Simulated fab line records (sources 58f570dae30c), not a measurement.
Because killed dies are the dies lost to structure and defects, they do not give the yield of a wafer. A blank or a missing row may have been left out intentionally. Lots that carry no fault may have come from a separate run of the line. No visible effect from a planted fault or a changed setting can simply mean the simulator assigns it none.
fab line records :: flow berkeleyCmos170
record:
  lots: 14
  wafers: 42
  lastDay: 11
route steps=331 shown PFIELD@82
lots with no fault: from the same line, run without faults
startH: the number of hours between the record's first day and the start of the first shown wafer of the lot :: waitH: hours since the lot's step before :: " unchanged from the row above :: L1.1+2: several wafers, shown together as one row :: - no value, or no start given :: * or withheld: withheld :: < > ~ a bound
route shown NAME@n: NAME is a module with steps in the file, n the number in the route of the first one :: usual: mean and standard deviation over wafers with no fault :: same: alike in all rows :: chamber/n: place in a boat :: sites: each site's reading :: _std_site: their standard deviation :: _edge_site: outer sites' mean less inner sites' :: radiusMm: for every site, how far away it sits from the centre of the wafer :: mask NAME#n: copy n :: behind: tool/chamber where the wafer was last shaped :: hold: why the lot was held/for how many hours/how that ended :: device: the transistor (n, p or np) that didn't switch :: end of line: at the end of the route, the tests of the same wafers :: for a step that has no rows: nothing shown but its recipe :: killed: at the first sort, the dies lost to defects and structure; wafer yield is something else :: map: dies across one wafer; x = killed, . = not, _ = none there
set.NAME: setting as actually run; set.NAME@STEP: the setting as run at that earlier step :: model.NAME: the simulator's own value behind a step, which no gauge read
steps of the route over a sample of lots; a table a step, a row a wafer
services: when a tool's chamber went out of use (startH, in hours from the record's first day, below 0 if earlier), for how many hours, and the reason
== steps ==
step: UCB170_PFIELD_EXPOSE_03
recipe:
  maskId: PFIELD
  na: 0.5
  sigmaOuter: 0.6
  sourceShape: conventional
  targetCdNm: 1500
  doseMj: 30
usual:
  exposureDoseMJCm2: 30.000/0.027
  focusOffsetNm: 0.1/0.59
  sigmaOuter: 0.6/0
lot.wafer: L713.1
tool: krfScanner-02
chamber: 0
startH: 81.10
waitH: 0.2
mask: PFIELD#0
exposureDoseMJCm2: 29.991
focusOffsetNm: -0.2
sigmaOuter: 0.6

lot.wafer: L713.4
tool: krfScanner-02
chamber: 0
startH: 81.10
waitH: 0.2
mask: PFIELD#0
exposureDoseMJCm2: 29.992
focusOffsetNm: -0.4
sigmaOuter: 0.6

lot.wafer: L713.6
tool: krfScanner-02
chamber: 0
startH: 81.10
waitH: 0.2
mask: PFIELD#0
exposureDoseMJCm2: 29.978
focusOffsetNm: -0.4
sigmaOuter: 0.6

lot.wafer: L712.1
tool: krfScanner-01
chamber: 0
startH: 81.34
waitH: 0.4
mask: PFIELD#0
exposureDoseMJCm2: 30.047
focusOffsetNm: -0.1
sigmaOuter: 0.6

lot.wafer: L712.2
tool: krfScanner-01
chamber: 0
startH: 81.34
waitH: 0.4
mask: PFIELD#0
exposureDoseMJCm2: 30.055
focusOffsetNm: -0.5
sigmaOuter: 0.6

lot.wafer: L712.3
tool: krfScanner-01
chamber: 0
startH: 81.34
waitH: 0.4
mask: PFIELD#0
exposureDoseMJCm2: 30.042
focusOffsetNm: 0.1
sigmaOuter: 0.6

lot.wafer: L715.1
tool: krfScanner-01
chamber: 0
startH: 96.87
waitH: 0.1
mask: PFIELD#0
exposureDoseMJCm2: 30.039
focusOffsetNm: 0.0
sigmaOuter: 0.6

lot.wafer: L715.4
tool: krfScanner-01
chamber: 0
startH: 96.87
waitH: 0.1
mask: PFIELD#0
exposureDoseMJCm2: 30.031
focusOffsetNm: 0.1
sigmaOuter: 0.6

lot.wafer: L715.5
tool: krfScanner-01
chamber: 0
startH: 96.87
waitH: 0.1
mask: PFIELD#0
exposureDoseMJCm2: 30.013
focusOffsetNm: 0.9
sigmaOuter: 0.6

lot.wafer: L717.1
tool: krfScanner-01
chamber: 0
startH: 105.01
waitH: 0.1
mask: PFIELD#0
exposureDoseMJCm2: 30.027
focusOffsetNm: 0.5
sigmaOuter: 0.6

lot.wafer: L717.3
tool: krfScanner-01
chamber: 0
startH: 105.01
waitH: 0.1
mask: PFIELD#0
exposureDoseMJCm2: 30.001
focusOffsetNm: -0.2
sigmaOuter: 0.6

lot.wafer: L717.4
tool: krfScanner-01
chamber: 0
startH: 105.01
waitH: 0.1
mask: PFIELD#0
exposureDoseMJCm2: 30.024
focusOffsetNm: 0.5
sigmaOuter: 0.6

lot.wafer: L718.3
tool: krfScanner-02
chamber: 0
startH: 105.89
waitH: 0.2
mask: PFIELD#0
exposureDoseMJCm2: 29.998
focusOffsetNm: -0.7
sigmaOuter: 0.6

lot.wafer: L718.4
tool: krfScanner-02
chamber: 0
startH: 105.89
waitH: 0.2
mask: PFIELD#0
exposureDoseMJCm2: 29.995
focusOffsetNm: 0.0
sigmaOuter: 0.6

lot.wafer: L718.5
tool: krfScanner-02
chamber: 0
startH: 105.89
waitH: 0.2
mask: PFIELD#0
exposureDoseMJCm2: 29.976
focusOffsetNm: 0.2
sigmaOuter: 0.6

lot.wafer: L720.4
tool: krfScanner-01
chamber: 0
startH: 124.31
waitH: 0.2
mask: PFIELD#0
exposureDoseMJCm2: 30.004
focusOffsetNm: 0.4
sigmaOuter: 0.6

lot.wafer: L720.5
tool: krfScanner-01
chamber: 0
startH: 124.31
waitH: 0.2
mask: PFIELD#0
exposureDoseMJCm2: 29.969
focusOffsetNm: 0.2
sigmaOuter: 0.6

lot.wafer: L720.6
tool: krfScanner-01
chamber: 0
startH: 124.31
waitH: 0.2
mask: PFIELD#0
exposureDoseMJCm2: 29.979
focusOffsetNm: 0.0
sigmaOuter: 0.6

lot.wafer: L721.1
tool: krfScanner-01
chamber: 0
startH: 126.44
waitH: 0.1
mask: PFIELD#0
exposureDoseMJCm2: 30.048
focusOffsetNm: 0.5
sigmaOuter: 0.6

lot.wafer: L721.3
tool: krfScanner-01
chamber: 0
startH: 126.44
waitH: 0.1
mask: PFIELD#0
exposureDoseMJCm2: 30.013
focusOffsetNm: 0.4
sigmaOuter: 0.6

lot.wafer: L721.4
tool: krfScanner-01
chamber: 0
startH: 126.44
waitH: 0.1
mask: PFIELD#0
exposureDoseMJCm2: 30.003
focusOffsetNm: 0.0
sigmaOuter: 0.6

lot.wafer: L722.1
tool: krfScanner-02
chamber: -
startH: 140.61
waitH: 0.2
mask: PFIELD#0
exposureDoseMJCm2: -
focusOffsetNm: -
sigmaOuter: -

lot.wafer: L722.4
tool: krfScanner-02
chamber: -
startH: 140.61
waitH: 0.2
mask: PFIELD#0
exposureDoseMJCm2: -
focusOffsetNm: -
sigmaOuter: -

lot.wafer: L722.5
tool: krfScanner-02
chamber: -
startH: 140.61
waitH: 0.2
mask: PFIELD#0
exposureDoseMJCm2: -
focusOffsetNm: -
sigmaOuter: -

lot.wafer: L725.1
tool: krfScanner-01
chamber: -
startH: 154.35
waitH: 0.2
mask: PFIELD#0
exposureDoseMJCm2: -
focusOffsetNm: -
sigmaOuter: -

lot.wafer: L725.3
tool: krfScanner-01
chamber: -
startH: 154.35
waitH: 0.2
mask: PFIELD#0
exposureDoseMJCm2: -
focusOffsetNm: -
sigmaOuter: -

lot.wafer: L725.6
tool: krfScanner-01
chamber: -
startH: 154.35
waitH: 0.2
mask: PFIELD#0
exposureDoseMJCm2: -
focusOffsetNm: -
sigmaOuter: -

lot.wafer: L724.3
tool: krfScanner-01
chamber: 0
startH: 155.29
waitH: 0.2
mask: PFIELD#0
exposureDoseMJCm2: 29.999
focusOffsetNm: -0.2
sigmaOuter: 0.6

lot.wafer: L724.4
tool: krfScanner-01
chamber: 0
startH: 155.29
waitH: 0.2
mask: PFIELD#0
exposureDoseMJCm2: 30.029
focusOffsetNm: 0.7
sigmaOuter: 0.6

lot.wafer: L724.5
tool: krfScanner-01
chamber: 0
startH: 155.29
waitH: 0.2
mask: PFIELD#0
exposureDoseMJCm2: 30.008
focusOffsetNm: -0.4
sigmaOuter: 0.6

lot.wafer: L730.1
tool: krfScanner-01
chamber: 0
startH: 173.13
waitH: 0.2
mask: PFIELD#0
exposureDoseMJCm2: 30.040
focusOffsetNm: 0.0
sigmaOuter: 0.6

lot.wafer: L730.4
tool: krfScanner-01
chamber: 0
startH: 173.13
waitH: 0.2
mask: PFIELD#0
exposureDoseMJCm2: 30.039
focusOffsetNm: -0.1
sigmaOuter: 0.6

lot.wafer: L730.6
tool: krfScanner-01
chamber: 0
startH: 173.13
waitH: 0.2
mask: PFIELD#0
exposureDoseMJCm2: 30.035
focusOffsetNm: 0.2
sigmaOuter: 0.6

lot.wafer: L731.1
tool: krfScanner-02
chamber: 0
startH: 181.46
waitH: 0.2
mask: PFIELD#0
exposureDoseMJCm2: 29.981
focusOffsetNm: 0.8
sigmaOuter: 0.6

lot.wafer: L731.2
tool: krfScanner-02
chamber: 0
startH: 181.46
waitH: 0.2
mask: PFIELD#0
exposureDoseMJCm2: 29.955
focusOffsetNm: 0.9
sigmaOuter: 0.6

lot.wafer: L731.3
tool: krfScanner-02
chamber: 0
startH: 181.46
waitH: 0.2
mask: PFIELD#0
exposureDoseMJCm2: 29.966
focusOffsetNm: -0.3
sigmaOuter: 0.6

lot.wafer: L734.1
tool: krfScanner-01
chamber: 0
startH: 181.70
waitH: 0.4
mask: PFIELD#0
exposureDoseMJCm2: 29.944
focusOffsetNm: -0.9
sigmaOuter: 0.6

lot.wafer: L734.3
tool: krfScanner-01
chamber: 0
startH: 181.70
waitH: 0.4
mask: PFIELD#0
exposureDoseMJCm2: 29.994
focusOffsetNm: -0.3
sigmaOuter: 0.6

lot.wafer: L734.4
tool: krfScanner-01
chamber: 0
startH: 181.70
waitH: 0.4
mask: PFIELD#0
exposureDoseMJCm2: 29.999
focusOffsetNm: 0.6
sigmaOuter: 0.6

lot.wafer: L732.1
tool: krfScanner-01
chamber: 0
startH: 181.82
waitH: 0.5
mask: PFIELD#0
exposureDoseMJCm2: 30.026
focusOffsetNm: 0.6
sigmaOuter: 0.6

lot.wafer: L732.5
tool: krfScanner-01
chamber: 0
startH: 181.82
waitH: 0.5
mask: PFIELD#0
exposureDoseMJCm2: 29.999
focusOffsetNm: 0.7
sigmaOuter: 0.6

lot.wafer: L732.6
tool: krfScanner-01
chamber: 0
startH: 181.82
waitH: 0.5
mask: PFIELD#0
exposureDoseMJCm2: 29.975
focusOffsetNm: 0.4
sigmaOuter: 0.6
== services ==
tool: krfScanner-02
chamber: -
startH: 60.69
hours: 0.7
kind: repair

tool: krfScanner-01
chamber: -
startH: 78.62
hours: 1.0
kind: pm

tool: krfScanner-02
chamber: -
startH: 96.80
hours: 1.6
kind: repair

tool: krfScanner-02
chamber: -
startH: 106.79
hours: 0.2
kind: repair

tool: krfScanner-02
chamber: -
startH: 119.21
hours: 1.3
kind: pm

tool: krfScanner-01
chamber: -
startH: 144.90
hours: 0.8
kind: pm

tool: krfScanner-01
chamber: -
startH: 146.62
hours: 1.3
kind: pm

tool: krfScanner-02
chamber: -
startH: 171.65
hours: 1.0
kind: pm
== key ==
firstSign:
  step: UCB170_PFIELD_EXPOSE_03
  reading: toolRecord
  direction: missing
effect none on later readings
metAt UCB170_PFIELD_EXPOSE_03
struckLots L722,L725
sortLeftOut L722.1,L722.4,L722.5,L725.1,L725.3,L725.6
testerLeftOut L722,L725
onsetBetween 126.44 140.61
fault:
  kind: skippedStepWhole
  tool: krfScanner-01,krfScanner-02
  chamber: -
  onsetH: 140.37
  steps: UCB170_PFIELD_EXPOSE_03
  scope: struckLotsOnly
testerLeftOut: of these lots the tester's yield and bins aren't shown, on N5 and GAA mostly nor the transistor test; their killed dies are dies lost to structure and defects alone, not to doping, threshold or leakage, so they don't give the yield
sortLeftOut: the simulated sort isn't trusted on such a fault, so these wafers' sort isn't shown, and their yield isn't known
